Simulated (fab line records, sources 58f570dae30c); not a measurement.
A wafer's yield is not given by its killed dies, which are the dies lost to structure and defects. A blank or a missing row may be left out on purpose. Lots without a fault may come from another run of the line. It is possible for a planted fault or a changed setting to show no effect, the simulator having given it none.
Matching of chambers    flow berkeleyCmos170    UCB170_V2_ETCH_14 on rieDiel-01 has 4 sister chambers
The step etches SiO2 in CHF3/CF4/Ar, stops on Al, target depth 1250 nm, time 291 s. 14 wafers are shown with their chamber, then 7 later ones without.

== EACH WAFER AND ITS CHAMBER ==
wafer   chamber  throttleValvePct (%)  oesProductAu (a.u.)  CHF3_flow_sccm (sccm)
L892.1  2        7.10                  0.861                44.96
L892.4  3        6.80                  0.855                44.97
L892.5  3        6.82                  0.853                44.99
L894.1  1        6.93                  0.872                44.91
L894.2  0        7.00                  0.854                44.99
L894.6  1        6.92                  0.875                44.93
L897.3  1        6.92                  0.883                44.82
L897.4  0        7.01                  0.855                45.11
L897.6  1        6.93                  0.875                45.04
L896.1  1        6.92                  0.872                44.87
L896.5  3        6.82                  0.852                45.05
L896.6  0        7.02                  0.851                44.94
L898.1  0        7.00                  0.854                45.12
L898.4  2        7.12                  0.862                45.04

SIGNATURES (averages over the wafers above)
reading           chamber 0  chamber 1  chamber 2  chamber 3  scatter within a chamber
throttleValvePct  7.0075     6.9240     7.1100     6.8133     0.00928
oesProductAu      0.85350    0.87540    0.86150    0.85333    0.00309
CHF3_flow_sccm    45.0400    44.9140    45.0000    45.0033    0.0758
Rule: for each reading, subtract the chamber's mean from the wafer's reading, divide by that reading's scatter and square the result; add these up over the readings and take the root, which gives the wafer's distance from the chamber. If the next closest chamber is less than 2 further off than the closest, the wafer can't be placed; otherwise it belongs to the closest. The scatter: take each reading less its chamber's mean, square it, sum over the shown wafers, divide by the number of wafers less the number of chambers, and take the root.

== WAFERS WITHOUT THEIR CHAMBER ==
wafer   throttleValvePct (%)  oesProductAu (a.u.)  CHF3_flow_sccm (sccm)
L898.6  7.10                  0.857                45.06
L903.1  7.09                  0.861                44.97
L903.2  6.94                  0.884                44.84
L903.4  6.82                  0.853                45.02
L911.2  6.92                  0.880                45.11
L911.5  7.00                  0.851                44.92
L911.6  6.81                  0.850                44.98

== CHAMBER TAKEN BY EACH ==
wafer   from the rows above  in truth
L898.6  2                    2
L903.1  2                    2
L903.2  1                    1
L903.4  3                    3
L911.2  1                    1
L911.5  0                    0
L911.6  3                    3
7 of 7 placed correctly. From these rows, 0 cannot be placed. Wrongly placed: 0.
